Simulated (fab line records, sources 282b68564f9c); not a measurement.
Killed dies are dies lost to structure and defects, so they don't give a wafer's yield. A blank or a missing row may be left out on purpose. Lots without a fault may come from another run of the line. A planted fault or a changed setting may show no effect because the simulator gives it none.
One fault seen from 2 desks | flow rit_cmos | each desk has only its own numbers; what lay behind them comes last

THE TOOL OWNER'S DESK: furnace-04
The tool's own readings at RIT_WELLDRIVE_ANNEAL_00 (time 14700 s): means of the sampled wafers that have a number, for each lot that ran on this tool. A lot is out of limits, marked OUT, if its mean lies more than 4 standard deviations from the usual mean; the brackets give that distance.
Columns: A = run_length_s at RIT_WELLDRIVE_ANNEAL_00, usual 18273 s; B = spike_tc_source_C at RIT_WELLDRIVE_ANNEAL_00, usual 1124.9 C; C = tube_center_temp_C_max at RIT_WELLDRIVE_ANNEAL_00, usual 1102.8; D = zone_power_centre_pct at RIT_WELLDRIVE_ANNEAL_00, usual 53 %
lot  | first seen here | A                       | B      | C      | D
L316 | day 2 06:50     | 18276                   | 1123.3 | 1103.2 | 57
L317 | day 2 12:10     | 18267                   | 1124.0 | 1102.7 | 56
L318 | day 2 12:10     | 18281                   | 1124.1 | 1102.9 | 57
L320 | day 2 20:22     | 18269                   | 1124.5 | 1102.3 | 56
L321 | day 3 01:30     | 18270                   | 1124.1 | 1102.8 | 58
L324 | day 3 15:43     | 12385 (-99 or more) OUT | 1123.9 | 1103.0 | 57
This desk's finding: out of limits on L324; first on L324, day 3 15:43 (run_length_s at RIT_WELLDRIVE_ANNEAL_00). In limits: L316, L317, L318, L320, L321.

THE METROLOGY DESK
What the gauges read, lot by lot, whatever tool the lot ran on: means of the sampled wafers that have a number. A lot is out of limits, marked OUT, if its mean lies more than 4 standard deviations from the usual mean; the brackets give that distance.
Columns: A = NWELL_RS at RIT_WELLDRIVE_RS_MEAS_01, usual 275.4 ohm/sq; B = PWELL_RS at RIT_WELLDRIVE_RS_MEAS_02, usual 430.0 ohm/sq
lot  | first seen here | A               | B
L316 | day 2 11:55     | 275.7           | 430.5
L317 | day 2 17:15     | 274.9           | 429.8
L318 | day 2 17:24     | 274.8           | 430.4
L320 | day 3 01:26     | 274.3           | 431.6
L321 | day 3 06:35     | 276.0           | 430.2
L323 | day 3 19:12     | 277.0           | 431.0
L324 | day 3 20:48     | 300.5 (+26) OUT | 457.0 (+19) OUT
L327 | day 4 17:00     | 275.8           | 429.5
L333 | day 5 18:58     | 274.7           | 431.0
L335 | day 6 05:44     | 275.1           | 427.2
L337 | day 6 14:05     | 274.4           | 431.4
L338 | day 6 20:38     | 275.8           | 429.9
L339 | day 7 01:11     | 274.8           | 430.6
This desk's finding: out of limits on L324; first on L324, day 3 20:48 (NWELL_RS at RIT_WELLDRIVE_RS_MEAS_01). In limits: L316, L317, L318, L320, L321, L323, L327, L333, L335, L337, L338, L339.

PUT TOGETHER
The tool owner's desk could have raised an alarm at day 3 15:43, on L324.
The metrology desk could have raised an alarm at day 3 20:48, on L324.
Of the lots named, all ran RIT_WELLDRIVE_ANNEAL_00 on furnace-04.

WHAT THE SIMULATOR HAD PUT IN
Process parameter drift: furnace-04, from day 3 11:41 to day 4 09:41, at RIT_WELLDRIVE_ANNEAL_00. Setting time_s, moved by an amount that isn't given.
Lots struck among those shown: L324.
Hours from the fault's start to each desk's first reading out of limits: the tool owner's desk, 4; the metrology desk, 9.
